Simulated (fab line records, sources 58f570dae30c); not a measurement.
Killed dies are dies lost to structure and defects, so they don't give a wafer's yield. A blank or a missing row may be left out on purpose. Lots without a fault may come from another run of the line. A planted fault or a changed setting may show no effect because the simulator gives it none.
One fault seen from 2 desks | flow berkeley_cmos170 | each desk has only its own numbers; what lay behind them comes last

THE METROLOGY DESK
What the gauges read, lot by lot, whatever tool the lot ran on: means of the sampled wafers that have a number. A lot is out of limits, marked OUT, if its mean lies more than 4 standard deviations from the usual mean; the brackets give that distance.
Columns: A = NWELL_TW at UCB170_NWELL_TW_MEAS_16, usual 1236; B = FIELD_OXIDE_THK at UCB170_FIELD_THK_MEAS_02, usual 555 nm; C = PLDD_TW at UCB170_PLDD_TW_MEAS_11, usual 1002; D = cd_nm at UCB170_NSD_CD_MEAS_06, usual 1200.2 nm
lot  | first seen here | A              | B   | C    | D
L894 | day 2 16:46     | 1251           | 550 | 1001 | 1201.2
L895 | day 2 18:26     | 1251           | 564 | 991  | 1201.0
L897 | day 3 07:46     | 1238           | 556 | 1002 | 1200.5
L898 | day 3 12:46     | 1237           | 554 | 1000 | 1201.2
L900 | day 4 01:05     | 1244           | 567 | 1003 | 1200.4
L901 | day 4 06:22     | 1234           | 542 | 1012 | 1198.4
L902 | day 4 08:49     | 1238           | 547 | 984  | 1201.4
L905 | day 4 16:02     | 1239           | 557 | 1015 | 1198.7
L906 | day 5 03:02     | 1237           | 551 | 1011 | 1200.3
L908 | day 5 10:18     | 1349 (+14) OUT | 558 | 1008 | 1201.0
L910 | day 5 18:57     | 1235           | 546 | 989  | 1200.8
L912 | day 6 07:49     | 1332 (+12) OUT | 550 | 1013 | 1199.0
L915 | day 6 23:38     | 1237           | 546 | 1013 | 1201.1
L916 | day 6 23:55     | 1228           | 546 | 991  | 1199.5
This desk's finding: out of limits on L908, L912; first on L908, day 5 10:18 (NWELL_TW at UCB170_NWELL_TW_MEAS_16). In limits: L894, L895, L897, L898, L900, L901, L902, L905, L906, L910, L915, L916.

THE TOOL OWNER'S DESK: implanter-02
The tool's own readings at UCB170_NWELL_IMPLANT_14: means of the sampled wafers that have a number, for each lot that ran on this tool. A lot is out of limits, marked OUT, if its mean lies more than 4 standard deviations from the usual mean; the brackets give that distance.
Columns: A = dose_ions_cm2 at UCB170_NWELL_IMPLANT_14, usual 1e+13; B = faraday_current_uA at UCB170_NWELL_IMPLANT_14, usual 31.7
lot  | first seen here | A                       | B
L894 | day 2 16:31     | 1e+13                   | 32.2
L906 | day 5 02:48     | 1e+13                   | 31.8
L908 | day 5 10:04     | 1e+13 (+99 or more) OUT | 41.2 (+15) OUT
L912 | day 6 07:35     | 1e+13 (+99 or more) OUT | 41.1 (+15) OUT
This desk's finding: out of limits on L908, L912; first on L908, day 5 10:04 (dose_ions_cm2 at UCB170_NWELL_IMPLANT_14). In limits: L894, L906.

PUT TOGETHER
The tool owner's desk could have raised an alarm at day 5 10:04, on L908, L912.
The metrology desk could have raised an alarm at day 5 10:18, on L908, L912.
Of the lots named, all ran UCB170_NWELL_IMPLANT_14 on implanter-02.

WHAT THE SIMULATOR HAD PUT IN
Process parameter drift: implanter-02, from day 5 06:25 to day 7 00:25, at UCB170_NWELL_IMPLANT_14. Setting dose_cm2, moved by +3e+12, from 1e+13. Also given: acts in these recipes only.
Lots struck among those shown: L908, L912.
Hours from the fault's start to each desk's first reading out of limits: the tool owner's desk, 4; the metrology desk, 4.
